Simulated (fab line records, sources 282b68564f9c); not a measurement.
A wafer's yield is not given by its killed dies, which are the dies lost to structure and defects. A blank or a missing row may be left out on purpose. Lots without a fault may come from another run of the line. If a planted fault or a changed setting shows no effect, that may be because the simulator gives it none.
Matching of chambers || flow rit cmos || RIT_GATE_ETCH_19 on rie si-01 has 4 sister chambers
The step etches poly-Si in SF6/CHF3/O2, stops on SiO2, time 165 s, target depth 312.5 nm. 4 wafers are shown with their chamber, then 8 later ones without.

WAFERS, EACH WITH ITS CHAMBER
{"wafer": "L291.1", "chamber": 0, "throttle valve pct (%)": 10.39}
{"wafer": "L295.1", "chamber": 2, "throttle valve pct (%)": 10.24}
{"wafer": "L295.2", "chamber": 1, "throttle valve pct (%)": 10.15}
{"wafer": "L297.1", "chamber": 3, "throttle valve pct (%)": 9.94}

WAFERS WITHOUT THEIR CHAMBER
{"wafer": "L297.4", "throttle valve pct (%)": 10.15}
{"wafer": "L297.6", "throttle valve pct (%)": 10.13}
{"wafer": "L303.3", "throttle valve pct (%)": 9.95}
{"wafer": "L303.4", "throttle valve pct (%)": 10.14}
{"wafer": "L303.5", "throttle valve pct (%)": 10.14}
{"wafer": "L307.1", "throttle valve pct (%)": 10.39}
{"wafer": "L307.2", "throttle valve pct (%)": 10.15}
{"wafer": "L307.5", "throttle valve pct (%)": 10.39}

EACH ONE'S CHAMBER
{"wafer": "L297.4", "from the rows above": 1, "in truth": 1}
{"wafer": "L297.6", "from the rows above": 1, "in truth": 1}
{"wafer": "L303.3", "from the rows above": 3, "in truth": 3}
{"wafer": "L303.4", "from the rows above": 1, "in truth": 1}
{"wafer": "L303.5", "from the rows above": 1, "in truth": 1}
{"wafer": "L307.1", "from the rows above": 0, "in truth": 0}
{"wafer": "L307.2", "from the rows above": 1, "in truth": 1}
{"wafer": "L307.5", "from the rows above": 0, "in truth": 0}
Placed correctly: 8 of 8. From these rows, 0 cannot be placed. 0 placed wrongly.
How it was worked out, from the rows above alone: a wafer's distance from a chamber is the root of the sum, over the readings, of the square of ((its reading less the chamber's mean) divided by the reading's scatter). The wafer belongs to the nearest chamber; if the next one is less than 2 further off, it can't be placed. Each chamber's mean is taken over the wafers shown for it. The scatter (one wafer shown for each chamber): square how far every hidden wafer sits from the nearest shown wafer, average those squares and take the square root.
